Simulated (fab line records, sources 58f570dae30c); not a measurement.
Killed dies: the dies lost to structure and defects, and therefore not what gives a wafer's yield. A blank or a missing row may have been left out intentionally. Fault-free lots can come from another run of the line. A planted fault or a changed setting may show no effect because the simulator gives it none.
Lot-split experiment ; flow berkeley cmos170 ; 5 lots, 23 wafers read, on a route of 331 steps

## ABOUT THE SPLIT
At UCB170_M2_SPUTTER_01 (material Al, target thk 900 nm, time 120 s), the setting power w was moved away from the recipe's 6000 W on 10 of the 23 wafers read, by -8.7% to +8.9%. This setting was run at the recipe's value on the other wafers.

## FROM THE SPLIT TO THE READING: what the file shows between them, 2 steps
- UCB170_M2_RS_MEAS_02: measures by four-point-probe
- UCB170_M2_THK_MEAS_03: measures by xrf

## THE READING
oes product au, in a.u., at UCB170_M2_METAL_ETCH_18 (etches Al in Cl2/BCl3, stops on SiO2, target depth 1170 nm, time 195 s). Typical for fault-free wafers on this fab line: 0.858 a.u., with standard deviation 0.013 a.u.

wafer;tool, chamber at the split;power w as run, W;against the recipe;oes product au, a.u.;against lot-mates on the recipe
L075.1;pvd sputter-01, -;6000;recipe;0.864;-
L075.3;pvd sputter-01, -;6000;recipe;0.850;-
L075.4;pvd sputter-01, -;6000;recipe;0.862;-
L077.1;pvd sputter-01, -;5795;-3.4%;0.840;-0.021
L077.2;pvd sputter-01, -;5795;-3.4%;0.842;-0.019
L077.4;pvd sputter-01, -;6000;recipe;0.859;-
L077.5;pvd sputter-01, -;6000;recipe;0.864;-
L077.6;pvd sputter-01, -;5795;-3.4%;0.839;-0.022
L078.1;pvd sputter-02, -;5673;-5.4%;0.809;-0.030
L078.2;pvd sputter-02, -;6000;recipe;0.848;-
L078.4;pvd sputter-02, -;5673;-5.4%;0.825;-0.014
L078.5;pvd sputter-02, -;6000;recipe;0.819;-
L078.6;pvd sputter-02, -;6000;recipe;0.851;-
L082.1;pvd sputter-02, -;5479;-8.7%;0.815;-0.039
L082.2;pvd sputter-02, -;5479;-8.7%;0.825;-0.029
L082.4;pvd sputter-02, -;5479;-8.7%;0.805;-0.049
L082.5;pvd sputter-02, -;6000;recipe;0.857;-
L082.6;pvd sputter-02, -;6000;recipe;0.851;-
L083.2;pvd sputter-01, -;6531;+8.9%;0.904;+0.037
L083.3;pvd sputter-01, -;6000;recipe;0.878;-
L083.4;pvd sputter-01, -;6531;+8.9%;0.903;+0.036
L083.5;pvd sputter-01, -;6000;recipe;0.867;-
L083.6;pvd sputter-01, -;6000;recipe;0.855;-

FIT RESULTS
A straight line over all 23 wafers: oes product au changes by +0.00522 a.u. for each +1% of power w; r = +0.90; the points scatter about the line by 0.012 a.u.
The same after taking each lot's own level away (the mean of its wafers on the recipe; 23 wafers): +0.0044 a.u. for each +1%; r = +0.92; scatter 0.0084 a.u.
That fit puts the effect of the largest move of power w on the reading at 0.039 a.u.
Measured against the standard deviation above, the lots' own levels, which go from 0.8393 to 0.8667 a.u., span 2.1 times it.
In other words, the slope is changed by the lot-to-lot level; the two fits disagree.
Check: for one of the wafers moved furthest among these (+8.9%), held out of the fit, the line's prediction against its lot-mates is +0.0383 a.u. Against them it came out at +0.0373 a.u.

## THE WHOLE CHAIN: every reading that the file lists as answering this split, in the file's order
step;what it does;reading;change (the file's fit);r (the file's)
UCB170_M2_SPUTTER_01;material Al, target thk 900 nm, time 120 s;Al_of_M2_SPUTTER_01.thk nm (the simulator's own value, which no gauge read);+8.6 nm for each +1% of the setting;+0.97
UCB170_M2_RS_MEAS_02;measures by four-point-probe;M2_AL_RS;-0.000324 for each +1% of the setting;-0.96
UCB170_M2_THK_MEAS_03;measures by xrf;M2_AL_THK;+8.46 for each +1% of the setting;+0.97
UCB170_M2_METAL_ETCH_18;etches Al in Cl2/BCl3, stops on SiO2, target depth 1170 nm, time 195 s;oes product au;+0.00443 a.u. for each +1% of the setting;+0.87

## THE FILE'S OWN FIT
oes product au changes by +0.00443 a.u. for each +1% of power w, r = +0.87.
